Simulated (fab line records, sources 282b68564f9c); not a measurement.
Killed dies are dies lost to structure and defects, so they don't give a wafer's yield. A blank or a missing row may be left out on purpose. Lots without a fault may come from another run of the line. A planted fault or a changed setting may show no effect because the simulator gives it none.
fab line records | flow rit_cmos
record lots=5 wafers=15 last_day=7
route steps=202 shown ACTIVE@1
lots that met no fault: from a run of the same line without faults
start_h: hours from the record's first day to the start of the lot's first wafer shown | wait_h: hours since the lot's step before | " the same as in the row above | L1.1+2: a row that stands for several wafers | - no value, or no start given | * or withheld: withheld | < > ~ a bound
route shown NAME@n: a module of which the file shows steps, and the number in the route of the first | usual: mean/standard deviation of fault-free wafers | same: alike in all rows | chamber/n: place in a boat | sites: the reading at each site | _std_site: their standard deviation | _edge_site: outer sites' mean less inner sites' | radius_mm: how far each site lies from the wafer's centre | mask NAME#n: copy n | behind: the tool/chamber that last shaped the wafer | hold: why the lot was held/for how many hours/how that ended | device: the transistor (n, p or np) that didn't switch | end of line: the same wafers' tests at the end of the route | a step without rows: its recipe alone | killed: dies lost to structure and defects at the first sort, not the wafer's yield | map: a wafer's dies, x killed, . not, _ none there
set.NAME: the setting as run; set.NAME@STEP: as run at that earlier step | model.NAME: the simulator's own value behind a step, which no gauge read
lots at some steps of the route; a table a step, a row a wafer
services: from which hour (start_h, from the record's first day; less than 0 if before it) a tool's chamber was out of use, for how many hours, and why
## steps
# step RIT_ACTIVE_BOW_MEAS_00
# recipe mode=bow
# usual INCOMING_BOW=1/7
# columns lot.wafer tool chamber start_h wait_h INCOMING_BOW[um]
L155.1 film_metro-01 - 20.00 - 14
L155.4 " - " " -6
L155.5 " - " " 4
L157.1 film_metro-04 - 30.12 - 6
L157.5 " - " " 6
L157.6 " - " " 3
L166.1 film_metro-02 - 75.00 - 0
L166.2 " - " " 0
L166.3 " - " " -12
L167.1 film_metro-04 - 80.00 - -5
L167.3 " - " " -8
L167.4 " - " " 6
L175.2 film_metro-01 - 120.02 - -2
L175.3 " - " " 3
L175.5 " - " " 10
# step RIT_ACTIVE_OXIDATION_01
# recipe temp_c=1000 ambient=O2 target_thk_a=468 ox_time_s=3360
# step RIT_ACTIVE_THK_MEAS_02
# recipe reads=SiO2_of_ACTIVE_OXIDATION_01
# usual ACTIVE_OXIDE_THK=46.7/1.4
# columns lot.wafer tool chamber start_h wait_h ACTIVE_OXIDE_THK[nm]
L155.1 film_metro-04 - 22.05 0.0 48.9
L155.4 " - " " 48.6
L155.5 " - " " 49.3
L157.1 film_metro-04 - 36.08 0.0 48.8
L157.5 " - " " 48.9
L157.6 " - " " 48.8
L166.1 film_metro-04 - 77.05 0.0 44.0
L166.2 " - " " 44.9
L166.3 " - " " 44.8
L167.1 film_metro-01 - 82.28 0.0 46.8
L167.3 " - " " 48.1
L167.4 " - " " 47.5
L175.2 film_metro-01 - 122.06 0.0 45.6
L175.3 " - " " 45.9
L175.5 " - " " 44.5
# step RIT_ACTIVE_CVD_03
# recipe material=Si3N4 target_thk_nm=150 temp_c=810 precursor=SiH2Cl2/NH3 time_s=1500 pressure_mtorr=300 sih2cl2_flow_sccm=60 nh3_flow_sccm=150
# usual susceptor_temp_C=810.0/0.35 zone_power_source_pct=18.7/2.1
# columns lot.wafer tool chamber start_h wait_h susceptor_temp_C zone_power_source_pct model.Si3N4_of_ACTIVE_CVD_03.thk_nm
L155.1 lpcvd-02 1 22.11 0.1 809.8 16.1 150.3
L155.4 " 1 " " 810.4 15.9 151.4
L155.5 " 1 " " 809.9 16.0 151.5
L157.1 lpcvd-01 1 36.14 0.1 809.9 20.5 146.8
L157.5 " 1 " " 809.8 20.3 148.3
L157.6 " 1 " " 809.8 20.6 147.3
L166.1 lpcvd-01 0 77.14 0.1 810.5 19.5 149.1
L166.2 " 0 " " 810.0 19.5 148.2
L166.3 " 0 " " 810.6 19.4 146.9
L167.1 lpcvd-02 1 82.34 0.1 810.0 16.3 207.9
L167.3 " 1 " " 809.4 16.3 208.1
L167.4 " 1 " " 809.8 16.1 207.2
L175.2 lpcvd-01 1 122.11 0.0 809.7 20.6 149.2
L175.3 " 1 " " 809.8 20.4 148.4
L175.5 " 1 " " 809.7 20.8 148.7
# step RIT_ACTIVE_THK_MEAS_04
# recipe reads=Si3N4_of_ACTIVE_CVD_03
# usual ACTIVE_NITRIDE_THK=149.7/1.5
# columns lot.wafer tool chamber start_h wait_h hold ACTIVE_NITRIDE_THK[nm]
L155.1 film_metro-02 - 23.53 0.0 - 150.3
L155.4 " - " " - 151.5
L155.5 " - " " - 151.4
L157.1 film_metro-02 - 37.56 0.0 - 146.9
L157.5 " - " " - 148.3
L157.6 " - " " - 147.3
L166.1 film_metro-04 - 78.56 0.0 - 149.2
L166.2 " - " " - 148.2
L166.3 " - " " - 147.0
L167.1 film_metro-04 - 83.76 0.0 await_dispo/0.2h/release 207.8
L167.3 " - " " await_dispo/0.2h/release 208.2
L167.4 " - " " await_dispo/0.2h/release 207.2
L167.1 film_metro-04 - 83.99 0.2 - 207.9
L167.3 " - " " - 207.9
L167.4 " - " " - 207.1
L175.2 film_metro-02 - 123.54 0.0 - 149.3
L175.3 " - " " - 148.4
L175.5 " - " " - 148.8
# step RIT_ACTIVE_COAT_06
# recipe resist=NOVOLAK spin_rpm=3250 resist_thk_nm=1000
# step RIT_ACTIVE_SOFTBAKE_07
# recipe resist=NOVOLAK temp_c=90 time_s=60
# step RIT_ACTIVE_EXPOSE_08
# recipe mask_id=M1 na=0.6 source_shape=conventional sigma_outer=0.6 target_cd_nm=1400 dose_mj=226.5
# step RIT_ACTIVE_PEB_09
# recipe resist=NOVOLAK temp_c=withheld time_s=withheld
# step RIT_ACTIVE_DEVELOP_10
# recipe resist=NOVOLAK develop_time_s=50 dev_temp_c=23
# step RIT_ACTIVE_CD_MEAS_11
# recipe target_cd_nm=1400
# usual cd_nm=1400.5/1.9
# columns lot.wafer tool chamber start_h wait_h cd_nm
L155.1 cd_sem-01 - 24.44 - 1400.2
L155.4 " - " " 1399.3
L155.5 " - " " 1399.6
L157.1 cd_sem-02 - 38.47 - 1398.7
L157.5 " - " " 1400.1
L157.6 " - " " 1397.4
L166.1 cd_sem-01 - 79.47 - 1400.8
L166.2 " - " " 1401.6
L166.3 " - " " 1400.8
L167.1 cd_sem-02 - 88.67 - 1401.1
L167.3 " - " " 1398.5
L167.4 " - " " 1401.2
L175.2 cd_sem-01 - 124.58 - 1403.2
L175.3 " - " " 1401.5
L175.5 " - " " 1403.2
# step RIT_ACTIVE_HARDBAKE_12
# recipe resist=NOVOLAK temp_c=140 time_s=60
# step RIT_ACTIVE_ETCH_13
# recipe stop_on=SiO2 chemistry=SF6 target=Si3N4 time_s=210 over_etch_frac=0.4 SF6_flow_sccm=200 pressure_mtorr=260 rf_w=125 target_depth_a=2100
# usual drypump_motor_current_A=5.7/0.38 oes_product_au=0.820/0.013 throttle_valve_pct=7.54/0.087
# columns lot.wafer tool chamber start_h wait_h drypump_motor_current_A oes_product_au rf_hours_counter_h throttle_valve_pct model.ACTIVE.feature_depth_nm model.etch.depth_nm
L155.1 rie_diel-03 2 24.71 0.1 5.4 0.827 124 7.46 150.3 150.3
L155.4 " 0 " " 5.9 0.804 - 7.57 152.6 151.4
L155.5 " 2 " " 5.4 0.832 - 7.46 151.5 151.5
L157.1 rie_diel-02 0 38.74 0.1 5.4 0.817 89 7.63 146.8 146.8
L157.5 " 3 " " 6.3 0.823 - 7.45 148.9 148.3
L157.6 " 2 " " 6.3 0.815 - 7.62 147.3 147.3
L166.1 rie_diel-02 3 79.74 0.1 6.3 0.814 88 7.43 149.7 149.1
L166.2 " 1 " " 5.8 0.834 94 7.49 151.4 148.2
L166.3 " 2 " " 6.3 0.809 1 7.62 146.9 146.9
L167.1 rie_diel-04 2 88.94 0.1 5.6 0.957 66 7.45 200.7 200.7
L167.3 " 3 " " 5.3 0.978 115 7.38 201.9 201.9
L167.4 " 1 " " 5.6 0.966 100 7.60 207.2 207.2
L175.2 rie_diel-03 0 124.83 0.1 5.9 0.794 5 7.57 150.4 149.2
L175.3 " 3 " " 6.0 0.819 128 7.58 148.4 148.4
L175.5 " 1 " " 5.9 0.820 - 7.68 148.7 148.7
# step RIT_ACTIVE_STRIP_14
# recipe chemistry=O2 time_s=180 resist=NOVOLAK platen_temp_c=withheld power_w=500 pressure_mtorr=4000 o2_flow_sccm=4000
# usual drypump_motor_current_A=5.8/0.57
# columns lot.wafer tool chamber start_h wait_h drypump_motor_current_A rf_hours_counter_h
L155.1 plasma_asher-01 1 24.84 0.1 5.9 39
L155.4 " 0 " " 6.6 -
L155.5 " 0 " " 6.7 -
L157.1 plasma_asher-01 0 38.87 0.1 6.6 40
L157.5 " 0 " " 6.6 -
L157.6 " 1 " " 5.9 -
L166.1 plasma_asher-04 1 79.87 0.1 5.3 29
L166.2 " 0 " " 5.7 29
L166.3 " 0 " " 5.7 -
L167.1 plasma_asher-04 0 89.07 0.1 5.7 30
L167.3 " 0 " " 5.7 -
L167.4 " 1 " " 5.3 -
L175.2 plasma_asher-01 0 124.97 0.1 6.7 1
L175.3 " 1 " " 5.9 -
L175.5 " 1 " " 5.9 -
# step RIT_ACTIVE_CD_MEAS_90
# recipe target_cd_nm=1400
# usual cd_nm=1400.6/1.9
# columns lot.wafer tool chamber start_h wait_h cd_nm
L155.1 cd_sem-02 - 25.02 0.1 1401.2
L155.4 " - " " 1399.5
L155.5 " - " " 1399.8
L157.1 cd_sem-01 - 39.05 0.1 1398.8
L157.5 " - " " 1399.7
L157.6 " - " " 1397.9
L166.1 cd_sem-02 - 80.05 0.1 1401.2
L166.2 " - " " 1401.6
L166.3 " - " " 1401.0
L167.1 cd_sem-02 - 89.24 0.1 1401.0
L167.3 " - " " 1399.0
L167.4 " - " " 1401.1
L175.2 cd_sem-02 - 125.16 0.1 1403.5
L175.3 " - " " 1402.2
L175.5 " - " " 1404.4
# step RIT_ACTIVE_CLEAN_15
# recipe chemistry=SC1 mix=3:3:50 time_s=600 temp_c=75
# step RIT_ACTIVE_CLEAN_16
# recipe chemistry=dHF dilution=50:1 time_s=30
# columns lot.wafer tool chamber start_h wait_h model.Si3N4_of_ACTIVE_CVD_03.thk_nm
L155.1 wet_bench-02 1 25.33 0.0 149.4
L155.4 " 1 " " 150.5
L155.5 " 1 " " 150.7
L157.1 wet_bench-02 2 39.34 0.0 146
L157.5 " 2 " " 147.4
L157.6 " 2 " " 146.5
L166.1 wet_bench-01 1 80.52 0.0 148.2
L166.2 " 1 " " 147.4
L166.3 " 1 " " 146
L167.1 wet_bench-02 1 89.71 0.0 207.1
L167.3 " 1 " " 207.3
L167.4 " 1 " " 206.3
L175.2 wet_bench-01 3 125.44 0.0 148.4
L175.3 " 3 " " 147.6
L175.5 " 3 " " 147.9
# step RIT_ACTIVE_CLEAN_17
# recipe chemistry=SC2 mix=3:3:50 time_s=600 temp_c=75 dry=n2_spin
## services
# columns tool chamber start_h hours kind
rie_diel-03 1 1.22 3.7 repair
plasma_asher-01 - 4.08 0.6 repair
rie_diel-03 3 15.86 9.7 repair
rie_diel-03 - 18.09 4.3 pm
rie_diel-04 - 51.45 2.8 pm
lpcvd-02 - 55.15 2.8 pm
plasma_asher-04 - 56.96 2.5 repair
lpcvd-02 - 61.59 0.7 repair
rie_diel-04 3 101.56 2.8 repair
plasma_asher-01 - 108.75 9.0 pm
plasma_asher-01 0 108.75 9.0 vent_cycle
plasma_asher-01 1 108.75 9.0 vent_cycle
rie_diel-02 3 116.75 3.3 repair
plasma_asher-01 0 117.75 - clean
plasma_asher-01 1 117.75 - clean
rie_diel-02 0 121.16 4.7 repair
rie_diel-03 2 124.61 3.4 repair
## key
first_sign step=RIT_ACTIVE_THK_MEAS_04 reading=visit direction=added
effect step=RIT_ACTIVE_THK_MEAS_04 reading=ACTIVE_NITRIDE_THK direction=up sigmas=38 usual=149.7 struck=207.7
effect step=RIT_ACTIVE_ETCH_13 reading=oes_product_au direction=up sigmas=12 usual=0.820 struck=0.967
model_effect step=RIT_ACTIVE_CVD_03 value=Si3N4_of_ACTIVE_CVD_03.thk_nm without=150.9 struck=207.7
model_effect step=RIT_ACTIVE_ETCH_13 value=ACTIVE.feature_depth_nm without=150.9 struck=203.3
model_effect step=RIT_ACTIVE_CLEAN_16 value=Si3N4_of_ACTIVE_CVD_03.thk_nm without=150.1 struck=206.9
met_at RIT_ACTIVE_CVD_03
struck_wafers L167.1,L167.3,L167.4
later_rows_left_out L167.1,L167.3
sort_left_out L167.1,L167.3,L167.4
tester_left_out L167
onset_between 22.11 82.34
fault kind=process_parameter_drift tool=lpcvd-02 chamber=1 onset_h=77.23 steps=RIT_ACTIVE_CVD_03 channel=target_thk_nm offset=56.842 shape=step end_h=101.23 acts_in=these_recipes_only stated=150
# tester_left_out: of these lots the tester's yield and bins aren't shown, on N5 and GAA mostly nor the transistor test; their killed dies are dies lost to structure and defects alone, not to doping, threshold or leakage, so they don't give the yield
# sort_left_out: the simulated sort isn't trusted on such a fault, so these wafers' sort isn't shown, and their yield isn't known
# later_rows_left_out: the simulator's readings of these wafers behind a module that went badly wrong aren't trusted and aren't shown, but for the sort
